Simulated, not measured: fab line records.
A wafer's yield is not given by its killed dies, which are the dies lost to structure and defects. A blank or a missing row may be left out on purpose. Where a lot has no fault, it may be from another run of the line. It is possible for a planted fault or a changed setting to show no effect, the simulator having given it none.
Which tool was responsible?	flow ritCmos	42 wafers from 14 lots sampled at 2 of the route's 202 steps

WHAT EACH GAUGE READ, for each wafer
Not one reading of a measure or inspect step in the record can be checked against a usual standard deviation.

TOOL THAT RAN EACH LOT (tool first, then ch and the chambers of the sampled wafers, then the start)
lot	RIT_PLDD_STRIP_09	RIT_M1_PROBE_99
L945	plasmaAsher-02 ch 0,1, day 3 07:35	-
L948	plasmaAsher-03 ch 0,1, day 3 22:20	-
L949	plasmaAsher-03 ch 0, day 4 02:34	-
L950	plasmaAsher-01 ch 0,1, day 4 06:40	-
L952	plasmaAsher-02 ch 0,1, day 4 16:39	prober-01, day 5 07:52
L953	plasmaAsher-02 ch 0,1, day 4 21:28	prober-02, day 5 11:22
L954	plasmaAsher-02 ch 0,1, day 5 00:32	prober-01, day 5 15:12
L955	plasmaAsher-02 ch 0,1, day 5 07:38	prober-02, day 5 21:24
L962	plasmaAsher-02 ch 0,1, day 6 16:10	prober-02, day 7 06:38
L963	plasmaAsher-03 ch 0,1, day 6 20:34	prober-01, day 7 11:11
L964	plasmaAsher-02 ch 0,1, day 7 01:43	prober-02, day 7 15:47
L965	plasmaAsher-02 ch 0,1, day 7 08:20	-
L966	plasmaAsher-01 ch 0,1, day 7 13:58	-
L967	plasmaAsher-02 ch 0,1, day 7 19:38	-
- RIT_PLDD_STRIP_09: strips in O2, time 180 s.
- RIT_M1_PROBE_99

AS READ BY THE TOOLS THEMSELVES (means over the sampled wafers that have a number; for cases with no such wafer, the mark the record gives instead)
RIT_PLDD_STRIP_09. Usual: chamberPressureMTorr 4000 mTorr, standard deviation 3.5; drypumpMotorCurrentA 5.4 A, standard deviation 0.41.
lot	tool	chamberPressureMTorr (mTorr)	drypumpMotorCurrentA (A)	flag
L945	plasmaAsher-02	4000	5.8	
L948	plasmaAsher-03	3997	5.2	
L949	plasmaAsher-03	3999	4.9	
L950	plasmaAsher-01	4000	5.5	
L952	plasmaAsher-02	-	-	OFF
L953	plasmaAsher-02	-	-	OFF
L954	plasmaAsher-02	4002	5.8	
L955	plasmaAsher-02	4002	5.5	
L962	plasmaAsher-02	3998	5.8	
L963	plasmaAsher-03	3999	5.0	
L964	plasmaAsher-02	4001	5.8	
L965	plasmaAsher-02	4001	5.8	
L966	plasmaAsher-01	4003	5.7	
L967	plasmaAsher-02	4001	5.8	

RIT_M1_PROBE_99. Usual: killedAtContacts 0.1, standard deviation 0.31; killedAtFrontEnd 6.3, standard deviation 2.7; killedDies 6.4, standard deviation 2.7; killedOnRim 1.7, standard deviation 1.4; killedOpen 3.3, standard deviation 2; killedShort 3, standard deviation 1.8.
lot	tool	killedAtContacts	killedAtFrontEnd	killedDies	killedOnRim	killedOpen	killedShort	flag
L952	prober-01	0.0	264.0	264.0	70.0	4.3	2	OFF
L953	prober-02	0.0	264.0	264.0	70.0	3.0	3	OFF
L954	prober-01	0.0	8.7	8.7	1.3	3.7	4	
L955	prober-02	0.0	6.0	6.0	1.7	3.7	2	
L962	prober-02	0.3	5.7	6.0	1.3	2.7	3	
L963	prober-01	0.3	4.0	4.3	1.3	1.3	3	
L964	prober-02	0.0	4.3	4.3	1.7	3.0	1	

THE ANSWER, worked out from the rows above alone
Rule: a lot is off if the mean of its wafers that have a number lies more than 3 standard deviations from the usual mean. A lot without any number at a reading at which 4 lots or more have one is off too. Where the step has rows for the other lots, those lots are counted as sound. After the gauges, taken in route order, come the tools' own readings; for these a lot's mean is taken, as printed above. The first step at which some lot is off is used, and at that step the reading that is off furthest; a lot without a number counts as furthest.
Off: L952, L953 (RIT_PLDD_STRIP_09, chamberPressureMTorr). Without a number there: L952, L953.
A tool fits if, at that step or a process step before it, it ran every lot that is off, and no sound lot after the first of them. Not one of the candidates tried fits.

WHAT HAD BEEN PUT IN BY THE SIMULATOR
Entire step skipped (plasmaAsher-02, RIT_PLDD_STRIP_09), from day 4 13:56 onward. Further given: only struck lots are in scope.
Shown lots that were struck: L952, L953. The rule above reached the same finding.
